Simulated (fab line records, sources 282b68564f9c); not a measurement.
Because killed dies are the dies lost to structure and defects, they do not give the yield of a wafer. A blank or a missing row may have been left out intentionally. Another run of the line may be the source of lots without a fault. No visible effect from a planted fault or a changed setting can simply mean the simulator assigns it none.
fab line records -- flow ritCmos
record lots=14, wafers=42, lastDay=7
route steps=202 shown PWELL@49 PLDD@122 SDANNEAL@156 SILICIDE@163 M1@202
lots untouched by any fault: they come from a run of this same line in which no faults occurred
startH: hours from the record's opening day to when the first of the lot's shown wafers began -- waitH: hours since the lot's step before -- " unchanged from the row above -- L1.1+2: several wafers, shown together as one row -- - no value, or no start was given -- * or withheld: withheld -- < > ~ a bound
route shown NAME@n: NAME is a module with steps in the file, n the number in the route of the first one -- usual: average and standard deviation across the fault-free wafers -- same: alike in all rows -- chamber/n: place in a boat -- sites: readings site by site -- _std_site: standard deviation of those values -- _edge_site: inner sites' mean taken away from outer sites' mean -- radiusMm: for every site, how far away it sits from the centre of the wafer -- mask NAME#n: copy n -- behind: the tool/chamber that last shaped the wafer -- hold: why the lot was held/for how many hours/how that ended -- device: which transistor (n, p or np) failed to switch -- end of line: at the end of the route, the tests of the same wafers -- a step without rows: its recipe alone -- killed: count of dies lost to structure and defects at first sort (not the wafer's yield) -- map: a wafer's dies, marking killed ones x, the rest . and places with no die _
set.NAME: the setting that was run; set.NAME@STEP: the one run at that earlier step -- model.NAME: the simulator's own value behind a step, which no gauge read
route steps across a sampled set of lots; one table per step, one row per wafer
services: when a tool's chamber went out of use (startH, in hours from the record's first day, below 0 if earlier), for how many hours, and the reason
## steps
# step RIT_PWELL_TW_MEAS_10
# usual PWELL_TW=952/5.4
lot.wafer,tool,chamber,startH,waitH,PWELL_TW
L490.4,filmMetro-01,-,25.56,0.1,949
L490.5,filmMetro-01,-,25.56,0.1,950
L490.6,filmMetro-01,-,25.56,0.1,947
L491.2,filmMetro-01,-,33.49,0.1,946
L491.5,filmMetro-01,-,33.49,0.1,953
L491.6,filmMetro-01,-,33.49,0.1,949
L492.1,filmMetro-01,-,37.45,0.1,952
L492.2,filmMetro-01,-,37.45,0.1,949
L492.4,filmMetro-01,-,37.45,0.1,948
L494.1,filmMetro-01,-,46.54,0.1,943
L494.4,filmMetro-01,-,46.54,0.1,942
L494.5,filmMetro-01,-,46.54,0.1,946
L495.2,filmMetro-04,-,50.75,0.1,953
L495.3,filmMetro-04,-,50.75,0.1,951
L495.4,filmMetro-04,-,50.75,0.1,948
L496.2,filmMetro-04,-,55.45,0.1,958
L496.3,filmMetro-04,-,55.45,0.1,953
L496.5,filmMetro-04,-,55.45,0.1,962
L498.1,filmMetro-04,-,65.86,0.1,959
L498.3,filmMetro-04,-,65.86,0.1,955
L498.6,filmMetro-04,-,65.86,0.1,959
L503.1,filmMetro-01,-,89.21,0.1,950
L503.4,filmMetro-01,-,89.21,0.1,954
L503.5,filmMetro-01,-,89.21,0.1,943
L505.2,filmMetro-01,-,101.21,0.1,954
L505.3,filmMetro-01,-,101.21,0.1,958
L505.4,filmMetro-01,-,101.21,0.1,957
L506.1,filmMetro-02,-,105.67,0.1,969
L506.2,filmMetro-02,-,105.67,0.1,955
L506.6,filmMetro-02,-,105.67,0.1,951
L507.1,filmMetro-01,-,109.37,0.1,954
L507.2,filmMetro-01,-,109.37,0.1,957
L507.5,filmMetro-01,-,109.37,0.1,949
L510.2,filmMetro-01,-,125.58,0.1,949
L510.4,filmMetro-01,-,125.58,0.1,951
L510.5,filmMetro-01,-,125.58,0.1,950
L512.1,filmMetro-01,-,135.04,0.1,950
L512.4,filmMetro-01,-,135.04,0.1,947
L512.5,filmMetro-01,-,135.04,0.1,957
L513.1,filmMetro-02,-,139.18,0.1,957
L513.3,filmMetro-02,-,139.18,0.1,961
L513.4,filmMetro-02,-,139.18,0.1,957
# step RIT_PLDD_IMPLANT_08
# recipe species=BF2, energyKev=20, doseCm2=9e+14, tiltDeg=7
# usual beamOnS=10.01/0.21, doseIonsCm2=8.998e+14/8.7e+11, faradayCurrentUA=2818/58
lot.wafer,tool,chamber,startH,waitH,beamOnS,doseIonsCm2,faradayCurrentUA
L490.4,implanter-01,0,49.75,0.1,9.90,9.003e+14,2852
L490.5,implanter-01,0,49.75,0.1,9.63,8.99e+14,2927
L490.6,implanter-01,0,49.75,0.1,10.43,9.008e+14,2688
L491.2,implanter-03,0,56.57,0.1,9.67,8.996e+14,2921
L491.5,implanter-03,0,56.57,0.1,9.90,8.997e+14,2858
L491.6,implanter-03,0,56.57,0.1,10.18,8.989e+14,2782
L492.1,implanter-03,0,59.92,0.1,10.03,8.999e+14,2821
L492.2,implanter-03,0,59.92,0.1,10.03,8.995e+14,2814
L492.4,implanter-03,0,59.92,0.1,10.06,9.002e+14,2806
L494.1,implanter-03,0,71.86,0.1,10.40,8.993e+14,2702
L494.4,implanter-03,0,71.86,0.1,10.52,8.989e+14,2698
L494.5,implanter-03,0,71.86,0.1,10.39,8.992e+14,2715
L495.2,implanter-01,0,74.46,0.1,10.18,8.988e+14,2790
L495.3,implanter-01,0,74.46,0.1,9.89,8.985e+14,2844
L495.4,implanter-01,0,74.46,0.1,9.44,8.99e+14,2970
L496.2,implanter-03,0,78.76,0.1,9.78,9.005e+14,2893
L496.3,implanter-03,0,78.76,0.1,9.94,9.011e+14,2835
L496.5,implanter-03,0,78.76,0.1,10.13,8.993e+14,2789
L498.1,implanter-01,0,88.65,0.1,10.22,8.996e+14,2754
L498.3,implanter-01,0,88.65,0.1,9.99,9.017e+14,2823
L498.6,implanter-01,0,88.65,0.1,10.25,8.998e+14,2755
L503.1,implanter-04,0,111.40,0.1,10.04,8.984e+14,2794
L503.4,implanter-04,0,111.40,0.1,9.90,8.995e+14,2846
L503.5,implanter-04,0,111.40,0.1,9.72,8.994e+14,2904
L505.2,implanter-03,0,123.55,0.1,10.23,9.692e+14,2966
L505.3,implanter-03,0,123.55,0.1,10.08,9.675e+14,3013
L505.4,implanter-03,0,123.55,0.1,9.79,9.682e+14,3089
L506.1,implanter-03,0,127.76,0.1,9.86,9.689e+14,3081
L506.2,implanter-03,0,127.76,0.1,9.83,9.698e+14,3074
L506.6,implanter-03,0,127.76,0.1,10.11,9.684e+14,3011
L507.1,implanter-01,0,130.30,0.1,9.87,9.018e+14,2853
L507.2,implanter-01,0,130.30,0.1,10.05,8.993e+14,2809
L507.5,implanter-01,0,130.30,0.1,10.23,8.988e+14,2759
L510.2,implanter-01,0,149.09,0.1,9.79,9.001e+14,2885
L510.4,implanter-01,0,149.09,0.1,10.02,8.984e+14,2820
L510.5,implanter-01,0,149.09,0.1,9.97,8.982e+14,2843
L512.1,implanter-01,0,158.28,0.1,10.05,9.001e+14,2804
L512.4,implanter-01,0,158.28,0.1,10.22,9e+14,2769
L512.5,implanter-01,0,158.28,0.1,10.11,9.009e+14,2784
L513.1,implanter-01,0,163.50,0.1,10.01,8.999e+14,2824
L513.3,implanter-01,0,163.50,0.1,10.19,8.983e+14,2766
L513.4,implanter-01,0,163.50,0.1,9.63,8.998e+14,2912
# step RIT_PLDD_TW_MEAS_10
# usual PLDD_TW=2363/11
lot.wafer,tool,chamber,startH,waitH,PLDD_TW
L490.4,filmMetro-03,-,50.03,0.1,2380
L490.5,filmMetro-03,-,50.03,0.1,2391
L490.6,filmMetro-03,-,50.03,0.1,2376
L491.2,filmMetro-03,-,56.88,0.1,2382
L491.5,filmMetro-03,-,56.88,0.1,2369
L491.6,filmMetro-03,-,56.88,0.1,2379
L492.1,filmMetro-03,-,60.24,0.1,2381
L492.2,filmMetro-03,-,60.24,0.1,2385
L492.4,filmMetro-03,-,60.24,0.1,2371
L494.1,filmMetro-04,-,72.18,0.1,2356
L494.4,filmMetro-04,-,72.18,0.1,2353
L494.5,filmMetro-04,-,72.18,0.1,2363
L495.2,filmMetro-04,-,74.77,0.1,2367
L495.3,filmMetro-04,-,74.77,0.1,2364
L495.4,filmMetro-04,-,74.77,0.1,2365
L496.2,filmMetro-02,-,79.07,0.1,2340
L496.3,filmMetro-02,-,79.07,0.1,2352
L496.5,filmMetro-02,-,79.07,0.1,2361
L498.1,filmMetro-02,-,88.97,0.1,2339
L498.3,filmMetro-02,-,88.97,0.1,2350
L498.6,filmMetro-02,-,88.97,0.1,2355
L503.1,filmMetro-02,-,111.72,0.1,2366
L503.4,filmMetro-02,-,111.72,0.1,2367
L503.5,filmMetro-02,-,111.72,0.1,2357
L505.2,filmMetro-02,-,123.86,0.1,2410
L505.3,filmMetro-02,-,123.86,0.1,2422
L505.4,filmMetro-02,-,123.86,0.1,2412
L506.1,filmMetro-02,-,128.09,0.1,2420
L506.2,filmMetro-02,-,128.09,0.1,2417
L506.6,filmMetro-02,-,128.09,0.1,2415
L507.1,filmMetro-02,-,130.63,0.1,2368
L507.2,filmMetro-02,-,130.63,0.1,2356
L507.5,filmMetro-02,-,130.63,0.1,2378
L510.2,filmMetro-04,-,149.40,0.1,2371
L510.4,filmMetro-04,-,149.40,0.1,2356
L510.5,filmMetro-04,-,149.40,0.1,2367
L512.1,filmMetro-03,-,158.61,0.1,2349
L512.4,filmMetro-03,-,158.61,0.1,2361
L512.5,filmMetro-03,-,158.61,0.1,2357
L513.1,filmMetro-02,-,163.83,0.1,2362
L513.3,filmMetro-02,-,163.83,0.1,2361
L513.4,filmMetro-02,-,163.83,0.1,2355
# step RIT_SDANNEAL_RTA_03
# recipe tempC=1050, timeS=5, idleTempC=600, rampUpCPerS=342, rampDownCPerS=171, coolToC=600, ambient=N2
# usual wafer_temp_C_max=1053.5/1.1
lot.wafer,tool,chamber,startH,waitH,wafer_temp_C_max
L490.4,rtpAnneal-01,0,57.41,0.0,1053.1
L490.5,rtpAnneal-01,0,57.41,0.0,1052.0
L490.6,rtpAnneal-01,0,57.41,0.0,1053.1
L491.2,rtpAnneal-02,0,62.91,0.0,1053.5
L491.5,rtpAnneal-02,0,62.91,0.0,1052.9
L491.6,rtpAnneal-02,0,62.91,0.0,1054.6
L492.1,rtpAnneal-01,0,66.84,0.0,1053.6
L492.2,rtpAnneal-01,0,66.84,0.0,1052.5
L492.4,rtpAnneal-01,0,66.84,0.0,1054.0
L494.1,rtpAnneal-01,0,78.09,0.0,1051.5
L494.4,rtpAnneal-01,0,78.09,0.0,1054.0
L494.5,rtpAnneal-01,0,78.09,0.0,1053.0
L495.2,rtpAnneal-02,0,80.54,0.0,1053.7
L495.3,rtpAnneal-02,0,80.54,0.0,1051.9
L495.4,rtpAnneal-02,0,80.54,0.0,1053.6
L496.2,rtpAnneal-01,0,85.00,0.0,1052.5
L496.3,rtpAnneal-01,0,85.00,0.0,1054.8
L496.5,rtpAnneal-01,0,85.00,0.0,1053.0
L498.1,rtpAnneal-01,0,94.73,0.0,1052.7
L498.3,rtpAnneal-01,0,94.73,0.0,1053.4
L498.6,rtpAnneal-01,0,94.73,0.0,1054.1
L503.1,rtpAnneal-02,0,117.80,0.0,1054.2
L503.4,rtpAnneal-02,0,117.80,0.0,1053.1
L503.5,rtpAnneal-02,0,117.80,0.0,1051.7
L505.2,rtpAnneal-02,0,129.74,0.0,1054.7
L505.3,rtpAnneal-02,0,129.74,0.0,1054.2
L505.4,rtpAnneal-02,0,129.74,0.0,1053.6
L506.1,rtpAnneal-01,0,135.80,0.0,1051.9
L506.2,rtpAnneal-01,0,135.80,0.0,1052.5
L506.6,rtpAnneal-01,0,135.80,0.0,1052.2
L507.1,rtpAnneal-02,0,136.95,0.0,1053.8
L507.2,rtpAnneal-02,0,136.95,0.0,1054.0
L507.5,rtpAnneal-02,0,136.95,0.0,1054.0
L510.2,rtpAnneal-01,0,155.59,0.0,1052.5
L510.4,rtpAnneal-01,0,155.59,0.0,1055.0
L510.5,rtpAnneal-01,0,155.59,0.0,1057.5
L512.1,rtpAnneal-01,0,164.62,0.0,1054.3
L512.4,rtpAnneal-01,0,164.62,0.0,1053.9
L512.5,rtpAnneal-01,0,164.62,0.0,1054.3
L513.1,rtpAnneal-02,0,169.75,0.0,1052.7
L513.3,rtpAnneal-02,0,169.75,0.0,1056.6
L513.4,rtpAnneal-02,0,169.75,0.0,1053.6
# step RIT_SDANNEAL_RS_MEAS_06
# recipe thkMeasGauge=four-point-probe
# usual PLDD_RS=178.5/0.56
lot.wafer,tool,chamber,startH,waitH,PLDD_RS[ohm/sq]
L490.4,filmMetro-02,-,57.73,0.1,177.8
L490.5,filmMetro-02,-,57.73,0.1,177.7
L490.6,filmMetro-02,-,57.73,0.1,178.0
L491.2,filmMetro-04,-,63.22,0.1,178.1
L491.5,filmMetro-04,-,63.22,0.1,178.3
L491.6,filmMetro-04,-,63.22,0.1,178.1
L492.1,filmMetro-02,-,67.14,0.1,177.8
L492.2,filmMetro-02,-,67.14,0.1,177.9
L492.4,filmMetro-02,-,67.14,0.1,178.2
L494.1,filmMetro-04,-,78.39,0.1,177.8
L494.4,filmMetro-04,-,78.39,0.1,178.5
L494.5,filmMetro-04,-,78.39,0.1,177.9
L495.2,filmMetro-03,-,80.85,0.1,178.9
L495.3,filmMetro-03,-,80.85,0.1,178.8
L495.4,filmMetro-03,-,80.85,0.1,178.5
L496.2,filmMetro-03,-,85.31,0.1,178.9
L496.3,filmMetro-03,-,85.31,0.1,178.3
L496.5,filmMetro-03,-,85.31,0.1,178.5
L498.1,filmMetro-03,-,95.03,0.1,178.9
L498.3,filmMetro-03,-,95.03,0.1,178.4
L498.6,filmMetro-03,-,95.03,0.1,178.7
L503.1,filmMetro-03,-,118.10,0.1,179.4
L503.4,filmMetro-03,-,118.10,0.1,179.9
L503.5,filmMetro-03,-,118.10,0.1,179.8
L505.2,filmMetro-04,-,130.05,0.1,172.4
L505.3,filmMetro-04,-,130.05,0.1,172.4
L505.4,filmMetro-04,-,130.05,0.1,172.5
L506.1,filmMetro-03,-,136.10,0.1,172.6
L506.2,filmMetro-03,-,136.10,0.1,172.8
L506.6,filmMetro-03,-,136.10,0.1,172.7
L507.1,filmMetro-03,-,137.25,0.1,179.1
L507.2,filmMetro-03,-,137.25,0.1,179.6
L507.5,filmMetro-03,-,137.25,0.1,178.4
L510.2,filmMetro-03,-,155.90,0.1,179.2
L510.4,filmMetro-03,-,155.90,0.1,178.5
L510.5,filmMetro-03,-,155.90,0.1,179.1
L512.1,filmMetro-02,-,164.92,0.1,178.0
L512.4,filmMetro-02,-,164.92,0.1,178.4
L512.5,filmMetro-02,-,164.92,0.1,177.6
L513.1,filmMetro-04,-,170.05,0.1,178.4
L513.3,filmMetro-04,-,170.05,0.1,178.5
L513.4,filmMetro-04,-,170.05,0.1,178.4
# step RIT_SILICIDE_RS_MEAS_02
# recipe thkMeasGauge=four-point-probe, reads=Ti_of_SILICIDE_SPUTTER_01
# usual SILICIDE_TI_RS=47.8/0.73
lot.wafer,tool,chamber,startH,waitH,SILICIDE_TI_RS[ohm/sq]
L490.4,filmMetro-04,-,58.16,0.1,46.5
L490.5,filmMetro-04,-,58.16,0.1,46.5
L490.6,filmMetro-04,-,58.16,0.1,47.6
L491.2,filmMetro-03,-,63.62,0.1,47.4
L491.5,filmMetro-03,-,63.62,0.1,47.8
L491.6,filmMetro-03,-,63.62,0.1,46.3
L492.1,filmMetro-01,-,67.54,0.1,47.4
L492.2,filmMetro-01,-,67.54,0.1,48.4
L492.4,filmMetro-01,-,67.54,0.1,48.4
L494.1,filmMetro-01,-,78.79,0.1,48.6
L494.4,filmMetro-01,-,78.79,0.1,48.6
L494.5,filmMetro-01,-,78.79,0.1,47.1
L495.2,filmMetro-01,-,81.25,0.1,47.5
L495.3,filmMetro-01,-,81.25,0.1,48.0
L495.4,filmMetro-01,-,81.25,0.1,47.0
L496.2,filmMetro-04,-,85.71,0.1,47.8
L496.3,filmMetro-04,-,85.71,0.1,46.9
L496.5,filmMetro-04,-,85.71,0.1,47.2
L498.1,filmMetro-03,-,95.44,0.1,48.4
L498.3,filmMetro-03,-,95.44,0.1,48.5
L498.6,filmMetro-03,-,95.44,0.1,47.4
L503.1,filmMetro-03,-,118.50,0.1,46.5
L503.4,filmMetro-03,-,118.50,0.1,47.6
L503.5,filmMetro-03,-,118.50,0.1,47.4
L505.2,filmMetro-03,-,130.45,0.1,48.9
L505.3,filmMetro-03,-,130.45,0.1,48.5
L505.4,filmMetro-03,-,130.45,0.1,48.4
L506.1,filmMetro-01,-,136.50,0.1,47.7
L506.2,filmMetro-01,-,136.50,0.1,48.5
L506.6,filmMetro-01,-,136.50,0.1,48.4
L507.1,filmMetro-03,-,137.65,0.1,47.9
L507.2,filmMetro-03,-,137.65,0.1,46.8
L507.5,filmMetro-03,-,137.65,0.1,48.5
L510.2,filmMetro-01,-,156.30,0.1,47.7
L510.4,filmMetro-01,-,156.30,0.1,46.7
L510.5,filmMetro-01,-,156.30,0.1,48.0
L512.1,filmMetro-04,-,165.32,0.1,46.9
L512.4,filmMetro-04,-,165.32,0.1,46.8
L512.5,filmMetro-04,-,165.32,0.1,46.9
L513.1,filmMetro-03,-,170.45,0.1,48.9
L513.3,filmMetro-03,-,170.45,0.1,47.8
L513.4,filmMetro-03,-,170.45,0.1,48.3
# step RIT_M1_PROBE_99
# usual killed_at_M0_to_M3=0.0/0.12, killedAtContacts=0.1/0.27, killedAtFrontEnd=7/3.1, killedDies=7/3.1, killedOpen=3.3/2.1, killedShort=3.5/2
# same grossDies=264, killed_at_M4_up=0, killedAtBackSide=0, killedAtOther=0
lot.wafer,tool,chamber,startH,waitH,killed_at_M0_to_M3,killedAtContacts,killedAtFrontEnd,killedDies,killedOpen,killedShort
L505.2,prober-01,-,137.34,0.1,0,0,6,6,3,3
L505.3,prober-01,-,137.39,0.2,0,0,8,8,4,4
L505.4,prober-01,-,137.44,0.2,0,0,9,9,6,3
L506.1,prober-02,-,143.23,0.1,0,0,8,8,3,5
L506.2,prober-02,-,143.28,0.1,0,0,9,9,2,7
L506.6,prober-02,-,143.48,0.2,0,0,5,5,4,1
L507.1,prober-01,-,144.73,0.1,0,0,7,7,5,2
L507.2,prober-01,-,144.78,0.1,0,0,7,7,3,4
L507.5,prober-01,-,144.93,0.2,0,0,8,8,2,6
L510.2,prober-01,-,163.29,0.1,0,0,7,7,2,5
L510.4,prober-01,-,163.39,0.2,0,0,7,7,6,1
L510.5,prober-01,-,163.44,0.2,0,0,11,11,4,7
L512.1,prober-01,-,172.04,0.1,0,0,4,4,2,2
L512.4,prober-01,-,172.19,0.2,1,0,6,7,5,2
L512.5,prober-01,-,172.24,0.2,0,0,2,2,0,2
L513.1,prober-02,-,177.49,0.1,0,0,6,6,4,2
L513.3,prober-02,-,177.59,0.2,0,0,4,4,3,1
L513.4,prober-02,-,177.64,0.2,0,0,10,10,3,7
# killed by level:class
L505.2 FOX2:geometricParticle:short=2 FOX1:geometricParticle:open=1 GATE:geometricParticle:short=1 GATE:geometricParticle:open=1 REOX:geometricParticle:open=1
L505.3 GATE:geometricParticle:short=2 FOX1:geometricParticle:short=1 FOX2:geometricParticle:open=1 GATE:geometricParticle:open=1 REOX:geometricParticle:short=1 REOX:geometricParticle:open=1 SILICIDE:geometricParticle:open=1
L505.4 GATE:geometricParticle:open=3 GATE:geometricParticle:short=2 FOX2:geometricParticle:open=1 REOX:geometricParticle:open=1 SILICIDE:geometricParticle:open=1 SILICIDE:geometricParticle:short=1
L506.1 GATE:geometricParticle:short=3 GATE:geometricParticle:open=2 FOX1:geometricParticle:open=1 SPACER:geometricParticle:short=1 SILICIDE:geometricParticle:short=1
L506.2 GATE:geometricParticle:short=2 REOX:geometricParticle:open=2 SPACER:geometricParticle:short=2 FOX1:geometricParticle:short=1 FOX2:geometricParticle:short=1 REOX:geometricParticle:short=1
L506.6 SPACER:geometricParticle:open=2 ACTIVE:geometricParticle:open=1 FOX1:geometricParticle:open=1 GATE:geometricParticle:short=1
L507.1 GATE:geometricParticle:open=3 FOX1:geometricParticle:short=1 FOX1:geometricParticle:open=1 FOX2:geometricParticle:short=1 FOX2:geometricParticle:open=1
L507.2 GATE:geometricParticle:short=4 FOX1:geometricParticle:open=2 GATE:geometricParticle:open=1
L507.5 GATE:geometricParticle:short=3 REOX:geometricParticle:short=3 GATE:geometricParticle:open=2
L510.2 GATE:geometricParticle:short=3 FOX1:geometricParticle:short=2 REOX:geometricParticle:open=1 SILICIDE:geometricParticle:open=1
L510.4 FOX1:geometricParticle:open=3 GATE:geometricParticle:open=2 REOX:geometricParticle:short=1 SILICIDE:geometricParticle:open=1
L510.5 FOX2:geometricParticle:open=2 FOX2:geometricParticle:short=2 REOX:geometricParticle:short=2 FOX1:geometricParticle:short=1 GATE:geometricParticle:open=1 GATE:geometricParticle:short=1 REOX:geometricParticle:open=1 SILICIDE:geometricParticle:short=1
L512.1 GATE:geometricParticle:short=2 GATE:geometricParticle:open=2
L512.4 GATE:geometricParticle:open=5 GATE:geometricParticle:short=1 M1:geometricParticle:short=1
L512.5 FOX2:geometricParticle:short=1 GATE:geometricParticle:short=1
L513.1 FOX2:geometricParticle:short=2 GATE:geometricParticle:open=2 FOX1:geometricParticle:open=1 SILICIDE:geometricParticle:open=1
L513.3 FOX1:geometricParticle:open=1 FOX2:geometricParticle:open=1 GATE:geometricParticle:short=1 REOX:geometricParticle:open=1
L513.4 GATE:geometricParticle:short=3 GATE:geometricParticle:open=2 SPACER:geometricParticle:short=2 FOX1:geometricParticle:short=1 SILICIDE:geometricParticle:short=1 SILICIDE:geometricParticle:open=1
## services
tool,chamber,startH,hours,kind
implanter-04,-,74.66,10.1,repair
implanter-01,-,77.72,2.1,repair
implanter-03,-,89.85,3.6,pm
implanter-03,-,105.13,0.7,repair
implanter-01,-,116.35,4.8,repair
implanter-03,-,156.47,11.7,pm
## key
firstSign step=RIT_PLDD_IMPLANT_08, reading=doseIonsCm2, direction=up, sigmas=79, usual=8.998e+14, struck=9.687e+14
effect step=RIT_PLDD_IMPLANT_08, reading=faradayCurrentUA, direction=up, sigmas=3.8, usual=2818, struck=3039
effect step=RIT_PLDD_TW_MEAS_10, reading=PLDD_TW, direction=up, sigmas=4.9, usual=2363, struck=2416
effect step=RIT_SDANNEAL_RS_MEAS_06, reading=PLDD_RS, direction=down, sigmas=11, usual=178.5, struck=172.6
metAt RIT_PLDD_IMPLANT_08
struckLots L505,L506
testerLeftOut L505,L506
notActingAt RIT_PWELL_TW_MEAS_10,RIT_SDANNEAL_RTA_03,RIT_SILICIDE_RS_MEAS_02
onsetBetween 78.76 123.55
fault kind=processParameterDrift, tool=implanter-03, chamber=-, onsetH=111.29, steps=RIT_PLDD_IMPLANT_08, channel=doseCm2, offset=6.9451e+13, shape=step, endH=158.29, actsIn=theseRecipesOnly, stated=9e+14
# testerLeftOut: of these lots the tester's yield and bins aren't shown, on N5 and GAA mostly nor the transistor test; their killed dies are dies lost to structure and defects alone, not to doping, threshold or leakage, so they don't give the yield
